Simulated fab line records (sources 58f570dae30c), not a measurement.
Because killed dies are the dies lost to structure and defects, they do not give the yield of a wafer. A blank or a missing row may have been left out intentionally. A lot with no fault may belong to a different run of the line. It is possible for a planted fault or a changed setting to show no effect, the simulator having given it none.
A struck lot beside a sound one -- flow berkeley_cmos170 -- 19 out of 331 route steps
Sound: the wafers L430.1, L430.4, L430.5. Wafers L421.3, L421.4, L421.6 were the ones struck. The cause is named last.
Order at every step that has rows: each side's tool, ch and its chambers, its first start. Under that, the readings that differ: sound wafers -- struck wafers -- difference of the means -- sigmas: that difference in standard deviations of wafers without a fault.
alike: readings whose means differ by less than 2 such deviations, and words and numbers that are the same on both sides. not compared: withheld readings, readings that some wafer has no value for, bounds like >300 that may hide the same value, and numbers for which the record gives no deviation and whose values overlap.
A row with sigmas, a row that says differs or no value, or rows on one side alone: a step with any of these is where the two part. Numbers that have no deviation but don't overlap get no sigmas and don't part them. A reading that every wafer of one side lacks parts them only if that side has two wafers or more.

UCB170_NLDD_OVL_MEAS_07:
  sound on overlay-02 at day 9 14:37; struck on overlay-02 at day 8 13:50
  alike: NLDD_OVL
then, 2 steps without rows for these wafers: UCB170_NLDD_IMPLANT_08; UCB170_NLDD_IMPLANT_09.
UCB170_NLDD_STRIP_10: strips in O2.
  sound on plasma_asher-04 ch 0,1, day 9 14:57; struck on plasma_asher-02 ch 0,1, day 8 14:11
  alike: drypump_motor_current_A, o2_flow_sccm, oes_product_au, strip_time_to_endpoint_s
  not compared: rf_hours_counter_h
UCB170_NLDD_TW_MEAS_11:
  sound on film_metro-01 at day 9 15:03; struck on film_metro-02 at day 8 14:17
  alike: NLDD_TW
then, 1 step without rows for these wafers: UCB170_NLDD_CLEAN_12 (cleans in SPM, time 600 s).
UCB170_SPACER_CVD_00: deposits SiO2 from TEOS/O2, target thk 376 nm, time 47 s.
  sound on pecvd-03 ch 0,1, day 9 15:17; struck on pecvd-02 ch 1,2, day 8 14:57
  alike: heater_power_w, pressure_mtorr, rf_fwd_power_W
UCB170_SPACER_THK_MEAS_01:
  sound on film_metro-04 at day 9 15:21; struck on film_metro-01 at day 8 15:01
  alike: SPACER_TEOS_THK
then, 1 step without rows for these wafers: UCB170_SPACER_ANNEAL_02 (time 1800 s).
UCB170_SPACER_ETCHBACK_03: etches SiO2 in CHF3/CF4/Ar, stops on Si, target depth 376 nm, time 100 s.
  sound on rie_diel-01 ch 2,3, day 9 19:32; struck on rie_diel-03 ch 0,1, day 8 17:03
  alike: CHF3_flow_sccm, drypump_motor_current_A, mfc_ar_sccm, oes_product_au, rf_fwd_power_W, throttle_valve_pct
  not compared: rf_hours_counter_h
then, 2 steps without rows for these wafers: UCB170_PSD_HMDS_00 (prime time 60 s); UCB170_PSD_COAT_01 (resist thk 900 nm).
UCB170_PSD_SOFTBAKE_02: time 60 s.
  sound on litho_track-02 ch 0, day 9 20:12; struck on litho_track-03 ch 0, day 8 17:59
reading,sound,struck,difference,sigmas
heater_power_total_W (W),56.82 56.92 56.82,55.64 55.58 55.56,-1.26,-26
plate_temp_C (C),130.17 130.11 130.07,127.91 127.93 128.01,-2.17,-17
then, 3 steps without rows for these wafers: UCB170_PSD_EXPOSE_03 (exposes mask PSELECT MOD, target cd 1200 nm); UCB170_PSD_PEB_04; UCB170_PSD_DEVELOP_05 (develop time 45 s).
UCB170_PSD_CD_MEAS_06: target cd 1200 nm.
  sound on cd_sem-01 at day 9 21:31; struck on cd_sem-01 at day 8 19:32
reading,sound,struck,difference,sigmas
cd_nm (nm),1201.2 1200.9 1202.2,1194.9 1194.4 1194.2,-6.9,-5
  not compared: hold
UCB170_PSD_OVL_MEAS_07:
  sound on overlay-01 at day 9 21:38; struck on overlay-02 at day 8 21:08
reading,sound,struck,difference,sigmas
hold,- - -,await_dispo/1.5h/release await_dispo/1.5h/release await_dispo/1.5h/release,no value on the sound wafers,
  alike: PSD_OVL
next, for these wafers, 1 step has no rows: UCB170_M3_PROBE_99.

## WHERE THEY PART
First at UCB170_PSD_SOFTBAKE_02; last, within this record, at UCB170_PSD_OVL_MEAS_07.

WHY: the cause the simulator had injected
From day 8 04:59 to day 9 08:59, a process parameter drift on litho_track-03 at UCB170_PSD_SOFTBAKE_02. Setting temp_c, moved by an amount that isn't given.
